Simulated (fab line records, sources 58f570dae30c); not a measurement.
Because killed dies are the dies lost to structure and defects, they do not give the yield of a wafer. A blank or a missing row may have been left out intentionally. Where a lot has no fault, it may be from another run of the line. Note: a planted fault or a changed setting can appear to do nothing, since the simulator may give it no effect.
Which of the tools did it? ; flow berkeley-cmos170 ; 24 lots with 72 wafers sampled at 6 steps, on a route of 331 steps

## WHAT THE GAUGES READ, wafer by wafer
UCB170_V1_CD_MEAS_12: the cd target is 700 nm.
lot;measured;on;cd-nm (nm)
L074;day 6 17:11;cd-sem-01;698.8 699.5 698.9
L076;day 7 21:52;cd-sem-01;703.3 701.6 701.3
L077;day 7 23:05;cd-sem-01;699.2 699.5 698.5
L078;day 7 23:20;cd-sem-02;701.7 702.0 702.1
L075;day 8 07:42;cd-sem-01;698.3 698.3 698.9
L080;day 8 14:34;cd-sem-01;702.4 701.7 700.5
L079;day 9 01:15;cd-sem-02;699.2 700.1 698.5
L081;day 9 05:28;cd-sem-01;700.7 700.1 700.2
L083;day 9 05:29;cd-sem-02;699.9 699.9 699.7
L082;day 9 05:55;cd-sem-02;700.0 697.9 699.6
L084;day 9 18:52;cd-sem-02;700.8 701.3 700.7
L085;day 9 21:32;cd-sem-01;698.7 698.0 699.8
L086;day 10 09:41;cd-sem-02;699.8 698.7 699.5
L089;day 10 10:07;cd-sem-01;702.1 701.5 702.7
L088;day 10 10:27;cd-sem-02;699.8 699.8 698.4
L087;day 10 10:44;cd-sem-02;700.7 700.8 699.8
L090;day 10 18:26;cd-sem-02;699.8 700.0 699.4
L091;day 11 02:22;cd-sem-01;700.0 700.9 699.8
L093;day 11 10:59;cd-sem-02;703.3 702.6 704.4
L092;day 11 11:13;cd-sem-01;697.6 699.6 700.5
L097;day 11 17:05;cd-sem-01;696.4 697.0 696.7
L096;day 11 18:40;cd-sem-02;701.0 700.5 700.8
L095;day 11 22:17;cd-sem-01;701.0 701.9 700.9
L094;day 11 22:34;cd-sem-02;700.9 699.8 698.9

UCB170_V1_CD_MEAS_90: the cd target is 700 nm.
lot;measured;on;cd-nm (nm)
L074;day 6 17:37;cd-sem-01;700.3 699.9 698.8
L076;day 7 22:18;cd-sem-02;704.3 701.9 701.4
L077;day 7 23:31;cd-sem-02;699.3 699.3 699.0
L078;day 7 23:46;cd-sem-02;702.1 701.6 700.9
L075;day 8 08:11;cd-sem-01;697.1 697.5 698.5
L080;day 8 18:55;cd-sem-01;701.4 701.5 699.5
L079;day 9 01:41;cd-sem-02;698.9 699.8 698.1
L081;day 9 05:53;cd-sem-01;699.9 699.7 699.1
L083;day 9 06:01;cd-sem-01;699.2 698.7 700.0
L082;day 9 06:21;cd-sem-02;699.6 698.5 699.6
L084;day 9 19:17;cd-sem-02;700.8 700.6 700.9
L085;day 9 21:58;cd-sem-01;697.9 698.2 699.9
L086;day 10 10:08;cd-sem-02;699.0 699.6 700.1
L089;day 10 10:33;cd-sem-01;701.7 700.9 701.9
L088;day 10 10:53;cd-sem-02;699.3 698.5 697.9
L087;day 10 11:10;cd-sem-01;700.1 699.5 700.8
L090;day 10 19:09;cd-sem-02;700.0 699.8 699.5
L091;day 11 02:47;cd-sem-02;700.0 699.8 699.7
L093;day 11 11:25;cd-sem-02;702.8 703.3 703.8
L092;day 11 11:40;cd-sem-02;698.2 700.1 701.1
L097;day 11 17:31;cd-sem-02;697.3 697.5 696.1
L096;day 11 19:07;cd-sem-01;701.2 700.2 700.9
L095;day 11 22:43;cd-sem-02;700.2 702.0 701.4
L094;day 11 23:01;cd-sem-02;701.1 700.5 699.6

UCB170_V2_THK_MEAS_04.
lot;measured;on;V2_POLISHED_THK (nm)
L074;day 6 21:41;film-metro-02;1000.4 999.6 1002.1
L076;day 8 02:55;film-metro-04;998.5 999.8 998.2
L077;day 8 03:42;film-metro-01;998.7 1001.9 1000.9
L078;day 8 03:31;film-metro-04;1000.9 999.2 998.7
L075;day 8 19:33;film-metro-04;998.9 1000.8 1000.4
L080;day 8 22:53;film-metro-02;1000.3 1001.6 1000.3
L079;day 9 07:37;film-metro-01;996.8 998.9 1000.8
L081;day 9 09:37;film-metro-01;999.6 999.9 999.1
L083;day 9 09:58;film-metro-04;1001.0 1000.1 999.2
L082;day 9 10:25;film-metro-04;1001.9 998.7 998.6
L084;day 9 23:19;film-metro-04;998.5 999.6 998.7
L085;day 10 03:16;film-metro-01;998.7 1000.2 1000.5
L086;day 10 13:54;film-metro-01;1001.6 1001.3 1000.1
L089;day 10 14:41;film-metro-01;1003.7 1002.5 1001.8
L088;day 10 15:47;film-metro-02;999.5 999.4 999.6
L087;day 10 16:05;film-metro-04;999.4 1000.4 1002.6
L090;day 11 00:04;film-metro-04;1001.2 1000.3 997.9
L091;day 11 08:22;film-metro-02;999.8 1001.6 1000.9
L093;day 11 15:12;film-metro-04;999.0 998.0 999.1
L092;day 11 15:23;film-metro-01;1000.1 1000.2 1000.9
L097;day 11 22:44;film-metro-02;999.8 1001.8 1000.5
L096;day 12 00:09;film-metro-01;999.5 999.5 998.6
L095;day 12 02:40;film-metro-01;998.9 1000.6 998.2
L094;day 12 03:02;film-metro-04;1001.0 999.2 1000.3

UCB170_M3_CD_MEAS_15: the cd target is 700 nm.
lot;measured;on;cd-nm (nm)
L074;day 7 04:47;cd-sem-01;702.1 701.0 701.0
L076;day 8 07:55;cd-sem-01;699.6 699.6 699.2
L077;day 8 08:17;cd-sem-01;700.6 699.7 700.9
L078;day 8 08:12;cd-sem-02;701.3 700.7 701.4
L075;day 9 02:13;cd-sem-02;696.7 696.5 695.0
L080;day 9 06:11;cd-sem-01;700.1 700.8 700.8
L079;day 9 11:55;cd-sem-01;696.8 699.7 699.1
L081;day 9 13:10;cd-sem-01;699.0 699.6 699.4
L083;day 9 13:32;cd-sem-01;700.7 700.5 699.6
L082;day 9 13:59;cd-sem-01;698.6 698.1 699.4
L084;day 10 05:11;cd-sem-01;700.0 699.2 699.8
L085;day 10 07:13;cd-sem-02;700.5 700.2 700.6
L086;day 10 20:14;cd-sem-02;698.5 699.0 699.3
L089;day 10 21:14;cd-sem-02;698.4 699.7 698.2
L088;day 10 22:55;cd-sem-02;699.8 700.1 698.7
L087;day 10 23:20;cd-sem-02;698.6 699.7 700.0
L090;day 11 05:29;cd-sem-02;698.8 699.4 700.5
L091;day 11 12:07;cd-sem-01;700.3 700.1 699.2
L093;day 11 20:19;cd-sem-02;701.2 699.7 699.8
L092;day 11 21:17;cd-sem-01;697.1 697.2 696.5
L097;day 12 03:49;cd-sem-02;701.1 701.9 702.8
L096;day 12 04:44;cd-sem-02;699.8 699.7 699.9
L095;day 12 07:45;cd-sem-02;699.5 699.9 699.8
L094;day 12 07:55;cd-sem-02;701.0 699.3 700.8

UCB170_M3_BOW_MEAS_20.
lot;measured;on;M3_BOW (um)
L074;day 7 05:23;film-metro-02;32 28 34
L076;day 8 08:32;film-metro-03;30 37 37
L077;day 8 08:54;film-metro-01;40 33 46
L078;day 8 09:01;film-metro-01;32 34 29
L075;day 9 03:01;film-metro-01;37 44 32
L080;day 9 06:48;film-metro-02;45 31 25
L079;day 9 12:31;film-metro-01;36 29 40
L081;day 9 13:46;film-metro-02;26 36 32
L083;day 9 14:20;film-metro-03;31 33 48
L082;day 9 14:35;film-metro-02;40 38 42
L084;day 10 05:47;film-metro-02;35 43 37
L085;day 10 07:50;film-metro-03;36 26 34
L086;day 10 20:51;film-metro-01;53 28 38
L089;day 10 22:02;film-metro-01;37 40 37
L088;day 10 23:34;film-metro-03;26 31 31
L087;day 10 23:56;film-metro-02;35 41 35
L090;day 11 06:05;film-metro-02;43 39 28
L091;day 11 12:43;film-metro-03;44 29 45
L093;day 11 20:59;film-metro-03;26 36 48
L092;day 11 21:53;film-metro-01;35 33 29
L097;day 12 04:25;film-metro-01;37 36 32
L096;day 12 05:26;film-metro-02;36 39 53
L095;day 12 08:21;film-metro-01;43 45 37
L094;day 12 08:31;film-metro-03;32 28 32

## WHICH TOOL RAN EACH LOT (tool, then ch and the chambers of the sampled wafers, then the start)
lot;UCB170_M3_STRIP_07
L074;plasma-asher-04 ch 0,1, day 7 01:48
L076;plasma-asher-03 ch 0,1, day 8 05:49
L077;plasma-asher-04 ch 0,1, day 8 06:44
L078;plasma-asher-02 ch 0,1, day 8 06:23
L075;plasma-asher-02 ch 0,1, day 8 22:40
L080;plasma-asher-02 ch 0,1, day 9 02:55
L079;plasma-asher-04 ch 0,1, day 9 10:44
L081;plasma-asher-04 ch 0,1, day 9 12:01
L083;plasma-asher-02 ch 0,1, day 9 12:23
L082;plasma-asher-04 ch 0, day 9 12:51
L084;plasma-asher-04 ch 0,1, day 10 03:48
L085;plasma-asher-03 ch 0,1, day 10 06:04
L086;plasma-asher-04 ch 0,1, day 10 17:27
L089;plasma-asher-04 ch 0,1, day 10 19:31
L088;plasma-asher-02 ch 0,1, day 10 20:54
L087;plasma-asher-04 ch 0,1, day 10 21:11
L090;plasma-asher-04 ch 0,1, day 11 03:50
L091;plasma-asher-04 ch 0,1, day 11 10:50
L093;plasma-asher-04 ch 0, day 11 17:58
L092;plasma-asher-02 ch 0,1, day 11 18:23
L097;plasma-asher-03 ch 0,1, day 12 01:43
L096;plasma-asher-04 ch 0,1, day 12 03:02
L095;plasma-asher-03 ch 0, day 12 05:40
L094;plasma-asher-04 ch 0,1, day 12 05:53
- UCB170_M3_STRIP_07: strips in O2.

## WHAT THE TOOLS THEMSELVES READ (means of the sampled wafers that have a number; where no wafer has one, the mark that the record gives instead)
UCB170_M3_STRIP_07.
lot;tool;drypump-motor-current-A (A);oes-product-au (a.u.);strip-time-to-endpoint-s (s)
L074;plasma-asher-04;5.6;0.732;22.05
L076;plasma-asher-03;5.1;0.739;21.94
L077;plasma-asher-04;5.6;0.734;21.96
L078;plasma-asher-02;6.0;0.735;22.00
L075;plasma-asher-02;6.1;0.735;22.08
L080;plasma-asher-02;6.1;0.732;21.99
L079;plasma-asher-04;5.6;0.738;21.99
L081;plasma-asher-04;5.5;0.735;21.96
L083;plasma-asher-02;6.0;0.735;21.98
L082;plasma-asher-04;5.5;0.731;21.96
L084;plasma-asher-04;5.5;0.736;22.08
L085;plasma-asher-03;5.1;0.735;21.99
L086;plasma-asher-04;5.6;0.738;21.99
L089;plasma-asher-04;5.5;0.737;21.91
L088;plasma-asher-02;6.0;0.731;22.05
L087;plasma-asher-04;5.5;0.736;22.03
L090;plasma-asher-04;5.6;0.735;21.96
L091;plasma-asher-04;5.6;0.735;21.94
L093;plasma-asher-04;5.5;0.736;21.99
L092;plasma-asher-02;6.0;0.734;22.03
L097;plasma-asher-03;5.1;0.735;21.94
L096;plasma-asher-04;5.5;0.737;22.00
L095;plasma-asher-03;5.2;0.733;22.00
L094;plasma-asher-04;5.6;0.740;21.97

## THE ANSWER, worked out from the rows above alone
Rule: the lots themselves supply what counts as usual. The widest of any qualifying gaps counts: lots, ordered by their means at a reading, are off when they make up no more than a third of the lots, leave a main group of 4 or more, and stand apart from it by 3 or more times the standard deviation of that group's means. If all means in a main group match to the digits the tables above print for the reading, that group is not used. Also off: a lot with no number at a reading for which 4 or more lots have one. Where the step has rows for the other lots, those lots are counted as sound. First the gauges in route order, then the tools' own readings, where a lot's mean is used as printed above. At the first step where some lot is off, the reading lying furthest off is the one used; lots without a number count as furthest.
Across all readings shown, no lot is off: no conclusion can be drawn from this.

## WHAT WAS PUT IN BY THE SIMULATOR
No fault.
